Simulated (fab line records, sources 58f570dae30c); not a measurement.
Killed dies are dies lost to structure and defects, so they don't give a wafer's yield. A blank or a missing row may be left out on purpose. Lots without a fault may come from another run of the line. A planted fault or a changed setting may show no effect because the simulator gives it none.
Problem report in the 8D (eight disciplines) form, filled by code | flow berkeley_cmos170 | the parts of the form that need people (team, actions taken, sign-off) are left out

1. THE PROBLEM
V1_POLISHED_THK at UCB170_V1_THK_MEAS_04 reads a mean of 1348.7 nm on 2 wafers of 2 lots; wafers without a fault read 999.8 nm with a standard deviation of 1.2. That is +99 or more standard deviations from the usual mean.
First seen on wafer L728.1, day 8 03:41, on film_metro-01. The record holds 18 wafers of 6 lots with a number at this step. Rule for "out", or "out of limits": more than 4 standard deviations from the usual mean. The other wafers with a number count as sound.

2. WHAT IT IS AND WHAT IT IS NOT
question                    | is               | is not
which readings at this step | V1_POLISHED_THK  | -
which lots                  | L728, L730       | L740, L745, L747, L749
which wafers of those lots  | L728.1, L730.4   | L728.4, L728.5, L730.1, L730.6
read on which gauges        | film_metro-01    | film_metro-02, film_metro-04
when                        | from day 8 03:41 | up to then (2 sound wafers); but 14 sound wafers of L730, L740, L745, L747, L749 came after

3. SUSPECTS, AND WHAT RULES EACH OUT
Counting: a tool at a process step up to the reading stays a suspect if it ran every lot that is out. Sound lots after the first of them don't rule it out here, since some wafers of a struck lot are sound.
- the gauge at UCB170_V1_THK_MEAS_04: ruled out. All the wafers that are out were read on film_metro-01, but those of them that UCB170_V1_ETCH_14 has rows for are out there too, on other tools.
- cmp-01 at UCB170_V1_CMP_02 (polishes SiO2): kept. It ran every lot that is out, first L728 (day 8 03:22).
- Within cmp-01 at UCB170_V1_CMP_02: the wafers that are out ran in chamber 0; their sound lot-mates ran in chambers 1, 2, 3.
Left after counting: cmp-01 at UCB170_V1_CMP_02.

4. THE CAUSE (what the simulator had put in)
Process parameter drift: cmp-01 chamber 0, from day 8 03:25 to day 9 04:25, at UCB170_V1_CMP_02. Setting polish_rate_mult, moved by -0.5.
Counting left only this tool.

5. THE CHAIN OF EFFECTS, in route order
Each row: a reading whose mean over the struck wafers that have a number lies more than 3 standard deviations from the usual. Only readings for which the record gives a usual standard deviation are gone through. hours: the time from each lot's start at the first step in this table that gives one to its start at this step, as a median over the lots. sigmas: the change in usual standard deviations.
hours | step                  | reading         | usual      | on struck wafers | change | sigmas
0     | UCB170_V1_THK_MEAS_04 | V1_POLISHED_THK | 999.8 nm   | 1348.7           | +348.9 | +99 or more
3     | UCB170_V1_ETCH_14     | oes_product_au  | 0.870 a.u. | 0.984            | +0.114 | +8.8
The process steps in it:
- UCB170_V1_ETCH_14: etches SiO2 in CHF3/CF4/Ar, stops on Al, target depth 1250 nm, time 291 s.
Later measuring or inspecting steps at which every struck wafer that the step has a row for has a number for every such reading, and none has moved that far: UCB170_V1_CD_MEAS_12, UCB170_V1_OVL_MEAS_13.

6. WHAT WOULD HAVE CAUGHT IT SOONER
In this record the first reading out of limits at a measuring or inspecting step was taken at day 8 03:41, 0 hours after the fault began at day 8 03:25.
Of the tool readings at UCB170_V1_CMP_02 for which the record gives a usual standard deviation, none was out on any struck wafer, so an alarm limit of 4 standard deviations on them would not have fired.
All the lots that are out (2) had begun UCB170_V1_CMP_02 on cmp-01 by day 8 03:41. A hold on the tool at that time would have spared none of them.
